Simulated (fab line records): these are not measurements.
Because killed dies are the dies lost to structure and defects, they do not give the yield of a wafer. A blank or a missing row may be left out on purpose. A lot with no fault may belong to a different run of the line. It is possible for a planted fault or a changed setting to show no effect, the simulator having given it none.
Which tool did it? | flow berkeley-cmos170 | Sampling: 14 lots, 42 wafers, 5 of 331 route steps

WHAT EACH GAUGE READ, for each wafer
UCB170_NWELL_THK_MEAS_02. Usual: NWELL_OXIDE_THK gives 26.2 nm (standard deviation 0.49).
lot  | measured    | on            | NWELL_OXIDE_THK (nm) | flag
L411 | day 2 04:49 | film-metro-02 | 25.8 25.8 25.8       |
L413 | day 2 11:35 | film-metro-03 | 27.0 26.9 26.6       |
L412 | day 2 11:36 | film-metro-02 | 26.5 26.2 25.8       |
L415 | day 2 22:07 | film-metro-02 | 26.4 26.7 26.1       |
L416 | day 3 05:40 | film-metro-02 | 26.1 25.6 26.3       |
L418 | day 3 15:49 | film-metro-03 | 25.6 25.6 25.9       |
L419 | day 3 18:07 | film-metro-02 | 26.3 26.2 26.1       |
L420 | day 3 22:37 | film-metro-01 | 25.4 25.4 25.7       |
L421 | day 4 06:23 | film-metro-03 | 25.7 26.2 26.2       |
L422 | day 4 10:46 | film-metro-02 | 25.8 25.7 25.4       |
L424 | day 4 23:32 | film-metro-03 | 26.3 26.4 26.4       |
L430 | day 6 07:14 | film-metro-02 | 26.7 26.0 27.1       |
L432 | day 6 20:10 | film-metro-03 | 25.5 25.9 25.7       |
L433 | day 6 20:10 | film-metro-01 | 25.7 25.2 25.0       |

UCB170_CONTACT_CD_MEAS_90: target cd 700 nm. Usual: 699.9 nm for cd-nm, sd 1.4.
lot  | measured     | on        | cd-nm (nm)        | flag
L411 | day 6 19:34  | cd-sem-01 | 697.6 700.1 699.3 |
L413 | day 7 14:55  | cd-sem-01 | 700.0 701.3 700.5 |
L412 | day 7 15:13  | cd-sem-02 | 700.2 699.8 698.2 |
L415 | day 8 01:40  | cd-sem-01 | 698.2 701.8 698.4 |
L416 | day 8 13:07  | cd-sem-01 | 702.1 699.0 701.6 |
L418 | day 9 03:30  | cd-sem-01 | 698.8 698.8 698.0 |
L419 | day 9 03:13  | cd-sem-02 | 699.9 701.2 701.3 |
L420 | day 9 18:46  | cd-sem-02 | 699.2 700.3 700.7 |
L421 | day 9 20:13  | cd-sem-01 | 701.9 699.3 700.1 |
L422 | day 9 19:46  | cd-sem-02 | 700.5 702.0 700.6 |
L424 | day 10 10:37 | cd-sem-01 | 697.8 697.4 699.9 |
L430 | day 11 09:38 | cd-sem-01 | 698.3 696.2 697.8 |
L432 | day 11 13:10 | cd-sem-01 | 702.1 701.3 701.8 |
L433 | day 11 15:53 | cd-sem-02 | 698.3 698.2 698.0 |

UCB170_V2_CD_MEAS_12: target cd 700 nm. Usual: 699.6 nm for cd-nm, sd 1.3.
lot  | measured     | on        | cd-nm (nm)                          | flag
L411 | day 7 14:07  | cd-sem-01 | 697.8 698.2 698.1                   |
L413 | day 8 11:53  | cd-sem-01 | 700.0 700.4 698.9                   |
L412 | day 8 08:13  | cd-sem-01 | 701.5 702.4 701.1                   |
L415 | day 8 21:34  | cd-sem-02 | 700.4 699.5 699.3                   |
L416 | day 9 05:40  | cd-sem-02 | 700.4 698.6 697.8                   |
L418 | day 9 17:59  | cd-sem-01 | 700.6 702.2 699.8                   |
L419 | day 9 18:01  | cd-sem-02 | 699.0 700.6 698.8                   |
L420 | day 10 11:02 | cd-sem-01 | 698.3 699.4 697.3                   |
L421 | day 10 10:28 | cd-sem-02 | 699.2 698.5 698.0                   |
L422 | day 10 11:05 | cd-sem-02 | 700.1 700.4 700.4                   |
L424 | day 11 01:44 | cd-sem-02 | 760.1 762.1 761.2 760.4 762.2 761.1 | OFF
L430 | day 11 23:34 | cd-sem-02 | 700.0 699.5 698.7                   |
L432 | day 12 02:45 | cd-sem-01 | 759.0 761.2 760.8 759.0 761.2 761.2 | OFF
L433 | day 12 07:05 | cd-sem-01 | 699.2 699.2 700.2                   |

WHICH TOOL RAN EACH LOT (tool, then ch and the chambers of the sampled wafers, then the start)
lot  | UCB170_NVT_STRIP_08                  | UCB170_V2_SOFTBAKE_08
L411 | plasma-asher-01 ch 0,1, day 5 11:16  | litho-track-01 ch 0, day 7 13:27
L413 | plasma-asher-03 ch 0, day 5 20:55    | litho-track-04 ch 0, day 8 11:22
L412 | plasma-asher-01 ch 0,1, day 5 21:14  | litho-track-01 ch 0, day 8 07:41
L415 | plasma-asher-03 ch 0,1, day 6 10:01  | litho-track-03 ch 0, day 8 20:38
L416 | plasma-asher-02 ch 0,1, day 7 03:10  | litho-track-04 ch 0, day 9 04:38
L418 | plasma-asher-03 ch 0,1, day 7 08:01  | litho-track-01 ch 0, day 9 16:32
L419 | plasma-asher-03 ch 1, day 7 08:16    | litho-track-04 ch 0, day 9 16:43
L420 | plasma-asher-01 ch 0, day 7 22:18    | litho-track-04 ch 0, day 10 09:43
L421 | plasma-asher-02 ch 0,1, day 8 02:53  | litho-track-03 ch 0, day 10 09:19
L422 | plasma-asher-01 ch 0,1, day 8 03:20  | litho-track-01 ch 0, day 10 09:46
L424 | plasma-asher-01 ch 0,1, day 8 22:55  | litho-track-01 ch 0, day 11 00:40
L430 | plasma-asher-03 ch 0, day 9 23:50    | litho-track-04 ch 0, day 11 22:55
L432 | plasma-asher-03 ch 0,1, day 10 06:53 | litho-track-01 ch 0, day 12 01:55
L433 | plasma-asher-03 ch 0,1, day 10 07:10 | litho-track-03 ch 0, day 12 06:26
- UCB170_NVT_STRIP_08: strips in O2.
- UCB170_V2_SOFTBAKE_08: time 60 s.

WHAT THE TOOLS THEMSELVES READ (means of the sampled wafers that have a number; where no wafer has one, the mark that the record gives instead)
UCB170_NVT_STRIP_08. Usual: drypump-motor-current-A 5.9 A, standard deviation 0.35; oes-product-au 0.735 a.u., standard deviation 0.0042; strip-time-to-endpoint-s 21.60 s, standard deviation 0.065.
lot  | tool            | drypump-motor-current-A (A) | oes-product-au (a.u.) | strip-time-to-endpoint-s (s) | flag
L411 | plasma-asher-01 | 6.0                         | 0.734                 | 21.63                        |
L413 | plasma-asher-03 | 5.6                         | 0.736                 | 21.56                        |
L412 | plasma-asher-01 | 5.8                         | 0.734                 | 21.55                        |
L415 | plasma-asher-03 | 5.8                         | 0.732                 | 21.47                        |
L416 | plasma-asher-02 | 5.8                         | 0.733                 | 21.54                        |
L418 | plasma-asher-03 | 6.1                         | 0.737                 | 21.68                        |
L419 | plasma-asher-03 | 6.3                         | 0.733                 | 21.52                        |
L420 | plasma-asher-01 | 5.5                         | 0.733                 | 21.58                        |
L421 | plasma-asher-02 | 5.8                         | 0.737                 | 21.62                        |
L422 | plasma-asher-01 | 5.8                         | 0.736                 | 21.53                        |
L424 | plasma-asher-01 | 6.0                         | 0.737                 | 21.69                        |
L430 | plasma-asher-03 | 5.6                         | 0.730                 | 21.63                        |
L432 | plasma-asher-03 | 5.8                         | 0.736                 | 21.56                        |
L433 | plasma-asher-03 | 5.8                         | 0.732                 | 21.66                        |

UCB170_V2_SOFTBAKE_08. Usual: heater-power-total-W 56.80 W, standard deviation 0.042; plate-temp-C 130.01 C, standard deviation 0.14.
lot  | tool           | heater-power-total-W (W) | plate-temp-C (C) | flag
L411 | litho-track-01 | 56.83                    | 129.96           |
L413 | litho-track-04 | 56.75                    | 130.01           |
L412 | litho-track-01 | 56.79                    | 129.90           |
L415 | litho-track-03 | 56.77                    | 130.06           |
L416 | litho-track-04 | 56.78                    | 130.20           |
L418 | litho-track-01 | 56.78                    | 129.98           |
L419 | litho-track-04 | 56.84                    | 129.84           |
L420 | litho-track-04 | 56.82                    | 130.20           |
L421 | litho-track-03 | 56.81                    | 129.98           |
L422 | litho-track-01 | 56.82                    | 130.03           |
L424 | litho-track-01 | 67.42                    | 148.55           | OFF
L430 | litho-track-04 | 56.82                    | 129.96           |
L432 | litho-track-01 | 67.45                    | 148.48           | OFF
L433 | litho-track-03 | 56.75                    | 129.97           |

THE ANSWER, worked out from the rows above alone
Rule: a lot is off if the mean of its wafers that have a number lies more than 3 standard deviations from the usual mean. A lot without any number at a reading at which 4 lots or more have one is off too. All remaining lots with rows at the step are treated as sound. After the gauges, taken in route order, come the tools' own readings; for these a lot's mean is taken, as printed above. The first step at which some lot is off is used, and at that step the reading that is off furthest; a lot without a number counts as furthest.
Off: L424, L432 (UCB170_V2_CD_MEAS_12, cd-nm).
A tool fits if, at a process step before that reading, it ran every lot that is off, and no sound lot after the first of them. Not tried: the gauges at UCB170_V2_CD_MEAS_12; whatever is off there is also off at UCB170_V2_SOFTBAKE_08, on other tools, and gauge error can't account for it. One candidate fits, namely litho-track-01 at UCB170_V2_SOFTBAKE_08. Its last sound lot is L422 (day 10 09:46), its first lot that is off L424 (day 11 00:40): a fault that began between those two fits.
The tool's own readings at UCB170_V2_SOFTBAKE_08 bear it out: on the lots that are off they differ by more than 5 times the standard deviation of the sound lots' means. heater-power-total-W reads 67.44 W there against 56.80 W on the sound lots; plate-temp-C reads 148.51 C there against 130.01 C on the sound lots.

WHAT THE SIMULATOR HAD INSERTED
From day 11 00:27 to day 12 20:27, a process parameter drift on litho-track-01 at UCB170_V2_SOFTBAKE_08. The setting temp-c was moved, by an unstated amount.
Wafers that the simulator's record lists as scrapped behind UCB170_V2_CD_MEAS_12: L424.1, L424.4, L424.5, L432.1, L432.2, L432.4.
Shown lots that were struck: L424, L432. This agrees with what the rule above found.
